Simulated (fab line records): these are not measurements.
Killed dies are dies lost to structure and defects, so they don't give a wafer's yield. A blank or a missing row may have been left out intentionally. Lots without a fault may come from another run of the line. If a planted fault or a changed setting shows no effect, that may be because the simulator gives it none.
2 desks, one fault	flow ritCmos	numbers are kept per desk, each desk with only its own; the story behind them comes last

== FOR THE TOOL OWNER'S DESK: lpcvd-01 ==
The tool's own readings at RIT_SPACER_CVD_03 (deposits Si3N4 from SiH2Cl2/NH3, target thk 250 nm, time 3300 s): means of the sampled wafers that have a number, for each lot that ran on this tool. If a lot's mean is further than 4 standard deviations from the usual mean, the lot is out of limits and carries the mark OUT (the distance appears in the brackets).
Columns: A = sih2cl2FlowSccm at RIT_SPACER_CVD_03, usual 60.00 sccm; B = spikeTcCentreC at RIT_SPACER_CVD_03, usual 812.8 C; C = spikeTcLoadC at RIT_SPACER_CVD_03, usual 835.7 C; D = spikeTcSourceC at RIT_SPACER_CVD_03, usual 831.4 C
lot	first seen here	A	B	C	D
L549	day 4 14:58	59.97	813.4	837.7	833.6
L556	day 5 12:32	59.84	813.6	832.9	831.9
L557	day 6 02:27	59.80	813.9	836.7	831.2
L561	day 6 11:53	60.19	813.4	837.0	832.4
L568	day 7 11:43	60.03	833.9 (+18) OUT	857.7 (+16) OUT	853.3 (+9.1) OUT
This desk finds L568 out of limits, L568 being first, at day 7 11:43 (spikeTcCentreC at RIT_SPACER_CVD_03). In limits: L549, L556, L557, L561.

== FROM THE METROLOGY DESK ==
Means of the sampled wafers that have a number, per lot and without regard to the tool the lot ran on: this is what the gauges read. If a lot's mean is further than 4 standard deviations from the usual mean, the lot is out of limits and carries the mark OUT (the distance appears in the brackets).
Columns: A = PWELL_RS at RIT_WELLDRIVE_RS_MEAS_02, usual 429.3 ohm/sq; B = SPACER_NITRIDE_THK at RIT_SPACER_THK_MEAS_04, usual 250.8 nm
lot	first seen here	A	B
L547	day 2 12:16	430.5	249.9
L549	day 3 07:59	427.8	248.0
L553	day 3 17:47	428.6	252.3
L552	day 3 17:50	428.4	251.7
L555	day 4 09:08	430.2	251.8
L556	day 4 09:08	430.8	251.3
L554	day 4 09:09	428.1	251.2
L557	day 5 02:25	427.5	254.0
L560	day 5 10:41	431.3	252.8
L561	day 5 10:43	429.0	251.3
L568	day 6 15:25	428.2	354.5 (+43) OUT
L567	day 6 15:28	430.4	252.2
L569	day 7 00:05	427.4	251.0
This desk's finding: out of limits on L568; first on L568, day 7 13:37 (SPACER_NITRIDE_THK at RIT_SPACER_THK_MEAS_04). In limits: L547, L549, L553, L552, L555, L556, L554, L557, L560, L561, L567, L569.

== ALL TOGETHER ==
The tool owner's desk had the chance to raise an alarm at day 7 11:43 on L568.
At day 7 13:37 the metrology desk could have sounded an alarm, on L568.
All the named lots went through RIT_SPACER_CVD_03 on lpcvd-01.

== WHAT WAS PUT IN BY THE SIMULATOR ==
lpcvd-01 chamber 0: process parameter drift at RIT_SPACER_CVD_03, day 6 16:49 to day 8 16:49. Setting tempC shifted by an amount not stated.
Shown lots that were struck: L568.
Counting hours from when the fault started, the first reading out of limits came at 19 for the tool owner's desk and at 21 for the metrology desk.
